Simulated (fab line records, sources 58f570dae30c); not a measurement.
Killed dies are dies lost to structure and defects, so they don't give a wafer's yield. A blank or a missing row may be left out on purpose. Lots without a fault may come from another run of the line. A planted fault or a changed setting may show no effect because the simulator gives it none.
Split-lot experiment | flow berkeley_cmos170 | 5 lots, 23 wafers read, on a route of 331 steps

THE SPLIT
At UCB170_M3_PEB_13, the setting peb_temp_c was moved away from the recipe's 130 C on 9 of the 23 wafers read, by -2.5% to +2.9%. The other wafers ran this setting at the recipe's value.

FROM THE SPLIT TO THE READING: what the file shows between them, 5 steps
- UCB170_M3_DEVELOP_14: develop time 45 s
- UCB170_M3_CD_MEAS_15: target cd 700 nm
- UCB170_M3_ETCH_17: etches BARC in N2/H2
- UCB170_M3_METAL_ETCH_18: etches Al in Cl2/BCl3, stops on SiO2, target depth 1170 nm, time 195 s
- UCB170_M3_STRIP_19: strips in O2

THE READING
cd_nm, in nm, at UCB170_M3_CD_MEAS_90 (target cd 700 nm). Fault-free wafers of this fab line usually give 702 nm, standard deviation 4.7 nm.

wafer  | tool, chamber at the split | peb_temp_c as run, C | against the recipe | cd_nm, nm | against lot-mates on the recipe
L074.1 | litho_track-04, 0          | 126.7                | -2.5%              | 724       | +22
L074.2 | litho_track-04, 0          | 130                  | recipe             | 699       | -
L074.3 | litho_track-04, 0          | 126.7                | -2.5%              | 724       | +22
L074.4 | litho_track-04, 0          | 130                  | recipe             | 704       | -
L074.5 | litho_track-04, 0          | 126.7                | -2.5%              | 730       | +28
L076.1 | litho_track-01, 0          | 130                  | recipe             | 702       | -
L076.2 | litho_track-01, 0          | 130                  | recipe             | 705       | -
L076.6 | litho_track-01, 0          | 130                  | recipe             | 705       | -
L085.1 | litho_track-04, 0          | 133.1                | +2.4%              | 688       | -20
L085.2 | litho_track-04, 0          | 133.1                | +2.4%              | 690       | -18
L085.4 | litho_track-04, 0          | 130                  | recipe             | 707       | -
L085.5 | litho_track-04, 0          | 130                  | recipe             | 709       | -
L085.6 | litho_track-04, 0          | 130                  | recipe             | 708       | -
L082.2 | litho_track-04, 0          | 130                  | recipe             | 700       | -
L082.3 | litho_track-04, 0          | 130                  | recipe             | 705       | -
L082.4 | litho_track-04, 0          | 131                  | +0.8%              | 700       | -4
L082.5 | litho_track-04, 0          | 130                  | recipe             | 706       | -
L082.6 | litho_track-04, 0          | 131                  | +0.8%              | 694       | -10
L080.1 | litho_track-03, 0          | 130                  | recipe             | 702       | -
L080.2 | litho_track-03, 0          | 133.8                | +2.9%              | 674       | -24
L080.4 | litho_track-03, 0          | 130                  | recipe             | 696       | -
L080.5 | litho_track-03, 0          | 130                  | recipe             | 695       | -
L080.6 | litho_track-03, 0          | 133.8                | +2.9%              | 679       | -19

THE FIT
A straight line over all 23 wafers: cd_nm changes by -8.35 nm for each +1% of peb_temp_c; r = -0.95; the points scatter about the line by 4.2 nm.
The same after taking each lot's own level away (the mean of its wafers on the recipe; 23 wafers): -8.47 nm for each +1%; r = -0.98; scatter 2.8 nm.
On that fit, the largest move of peb_temp_c shifts the reading by 25 nm.
The lots' own levels span 697.7 to 708.0 nm, that is 2.2 times the standard deviation above.
So the lot-to-lot level changes the slope little: the two slopes agree.
Check: with one of the wafers moved furthest among these (+2.9%) left out of the fit, the line predicts -24 nm for it against its lot-mates. It came out at -23.7 nm against them.

THE WHOLE CHAIN: every reading that the file lists as answering this split, in the file's order
step                 | what it does         | reading                                                   | change (the file's fit)              | r (the file's)
UCB170_M3_CD_MEAS_15 | target cd 700 nm     | cd_nm                                                     | -8.08 nm for each +1% of the setting | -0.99
UCB170_M3_ETCH_17    | etches BARC in N2/H2 | M3.cd_nm (the simulator's own value, which no gauge read) | -8.47 nm for each +1% of the setting | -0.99
UCB170_M3_CD_MEAS_90 | target cd 700 nm     | cd_nm                                                     | -8.18 nm for each +1% of the setting | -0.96

THE FILE'S OWN FIT
cd_nm changes by -8.18 nm for each +1% of peb_temp_c, r = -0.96.
